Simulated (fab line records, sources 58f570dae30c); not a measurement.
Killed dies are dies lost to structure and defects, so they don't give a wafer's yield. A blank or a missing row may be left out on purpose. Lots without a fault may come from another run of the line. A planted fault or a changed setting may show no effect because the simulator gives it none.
Which tool did it? | flow berkeley_cmos170 | 13 lots, 38 wafers sampled, at 4 steps of a route of 331

WHAT THE GAUGES READ, wafer by wafer
UCB170_FIELD_THK_MEAS_02. Usual: FIELD_OXIDE_THK 557 nm, standard deviation 13.
lot  | measured    | on            | FIELD_OXIDE_THK (nm) | flag
L404 | day 4 12:23 | film_metro-03 | 565 566 561          |
L407 | day 5 11:34 | film_metro-02 | 561 553 563          |
L408 | day 5 11:34 | film_metro-03 | 562 555 557          |
L409 | day 6 00:52 | film_metro-03 | 556 544 550          |
L411 | day 6 08:16 | film_metro-02 | 553 546 556          |
L412 | day 6 18:06 | film_metro-03 | 578 578 588          |
L413 | day 6 18:08 | film_metro-03 | 590 596 595          |
L414 | day 6 18:04 | film_metro-02 | 570 576 567          |
L416 | day 7 12:23 | film_metro-02 | 559 558 555          |
L417 | day 7 20:32 | film_metro-03 | 545 548 552          |
L418 | day 7 20:33 | film_metro-02 | 553 562 566          |
L423 | day 8 16:47 | film_metro-03 | 554 561 554          |
L424 | day 9 00:20 | film_metro-03 | 550 552              |

UCB170_PSD_TW_MEAS_10. Usual: PSD_TW 2336, standard deviation 13.
lot  | measured     | on            | PSD_TW         | flag
L404 | day 6 16:19  | film_metro-02 | 2360 2350 2359 |
L407 | day 7 13:35  | film_metro-01 | 2345 2338 2336 |
L408 | day 7 13:50  | film_metro-01 | 2326 2329 2327 |
L409 | day 8 04:11  | film_metro-04 | 2341 2336 2323 |
L411 | day 8 04:19  | film_metro-04 | 2341 2347 2344 |
L412 | day 8 16:32  | film_metro-04 | 2343 2351 2339 |
L413 | day 8 19:10  | film_metro-04 | 2348 2341 2339 |
L414 | day 8 17:03  | film_metro-01 | 2332 2325 2323 |
L416 | day 9 11:16  | film_metro-04 | 2350 2334 2337 |
L417 | day 9 22:15  | film_metro-02 | 2334 2350 2339 |
L418 | day 9 22:09  | film_metro-04 | 2354 2339 2348 |
L423 | day 10 18:46 | film_metro-04 | 2302 2312 2315 |
L424 | day 10 20:49 | film_metro-04 | 2314 2321      |

UCB170_SILICIDE_RS_MEAS_02: measures by four-point-probe. Usual: SILICIDE_TI_RS 26.0 ohm/sq, standard deviation 0.43.
lot  | measured     | on            | SILICIDE_TI_RS (ohm/sq) | flag
L404 | day 6 20:05  | film_metro-03 | 25.8 26.1 26.1          |
L407 | day 7 20:36  | film_metro-03 | 26.3 26.2 26.2          |
L408 | day 7 20:36  | film_metro-02 | 26.1 26.2 25.8          |
L409 | day 8 07:19  | film_metro-03 | 25.5 26.3 26.4          |
L411 | day 8 07:55  | film_metro-02 | 26.4 26.1 26.0          |
L412 | day 8 23:03  | film_metro-04 | 25.3 25.9 25.9          |
L413 | day 8 23:45  | film_metro-04 | 26.1 26.0 26.2          |
L414 | day 8 22:47  | film_metro-03 | 25.5 25.4 25.6          |
L416 | day 9 15:10  | film_metro-02 | 25.4 25.4 25.5          |
L417 | day 10 02:06 | film_metro-03 | 26.3 26.1 26.5          |
L418 | day 10 01:47 | film_metro-03 | 26.0 25.7 26.0          |
L423 | day 11 03:22 | film_metro-03 | 26.1 25.6 25.8          |
L424 | day 11 03:38 | film_metro-03 | 25.7 26.6               |

WHICH TOOL RAN EACH LOT (tool, then ch and the chambers of the sampled wafers, then the start)
lot  | UCB170_NWELL_WET_ETCH_19
L404 | wet_bench-01 ch 1, day 2 15:07
L407 | wet_bench-01 ch 0, day 3 01:56
L408 | wet_bench-04 ch 2, day 3 05:11
L409 | wet_bench-03 ch 0, day 3 17:33
L411 | wet_bench-04 ch 3, day 4 01:15
L412 | wet_bench-01 ch 2, day 4 10:03
L413 | wet_bench-04 ch 2, day 4 14:43
L414 | wet_bench-01 ch 2, day 4 16:49
L416 | wet_bench-04 ch 2, day 5 03:22
L417 | wet_bench-03 ch 3, day 5 11:44
L418 | wet_bench-03 ch 1, day 5 12:32
L423 | wet_bench-01 ch 1, day 6 18:04
L424 | wet_bench-04 ch 0, day 6 23:36
- UCB170_NWELL_WET_ETCH_19: etches SiO2 in BOE, time 22 s.

WHAT THE TOOLS THEMSELVES READ (means of the sampled wafers that have a number; where no wafer has one, the mark that the record gives instead)
UCB170_NWELL_WET_ETCH_19. Usual: bath_heat_duty_pct 6.1 %, standard deviation 0.74.
lot  | tool         | bath_heat_duty_pct (%) | flag
L404 | wet_bench-01 | 6.5                    |
L407 | wet_bench-01 | 6.1                    |
L408 | wet_bench-04 | 6.1                    |
L409 | wet_bench-03 | 6.8                    |
L411 | wet_bench-04 | 4.5                    |
L412 | wet_bench-01 | 6.3                    |
L413 | wet_bench-04 | 6.1                    |
L414 | wet_bench-01 | 6.0                    |
L416 | wet_bench-04 | 7.1                    |
L417 | wet_bench-03 | 6.0                    |
L418 | wet_bench-03 | 6.8                    |
L423 | wet_bench-01 | 5.8                    |
L424 | wet_bench-04 | 6.2                    |

THE ANSWER, worked out from the rows above alone
Rule: a lot is off if the mean of its wafers that have a number lies more than 3 standard deviations from the usual mean. A lot without any number at a reading at which 4 lots or more have one is off too. The other lots that the step has rows for count as sound. The gauges are gone through in route order, then the tools' own readings, and for those a lot's mean is taken as printed above. The first step at which some lot is off is used, and at that step the reading that is off furthest; a lot without a number counts as furthest.
No lot is off at any reading shown: from this, nothing can be told.

WHAT THE SIMULATOR HAD PUT IN
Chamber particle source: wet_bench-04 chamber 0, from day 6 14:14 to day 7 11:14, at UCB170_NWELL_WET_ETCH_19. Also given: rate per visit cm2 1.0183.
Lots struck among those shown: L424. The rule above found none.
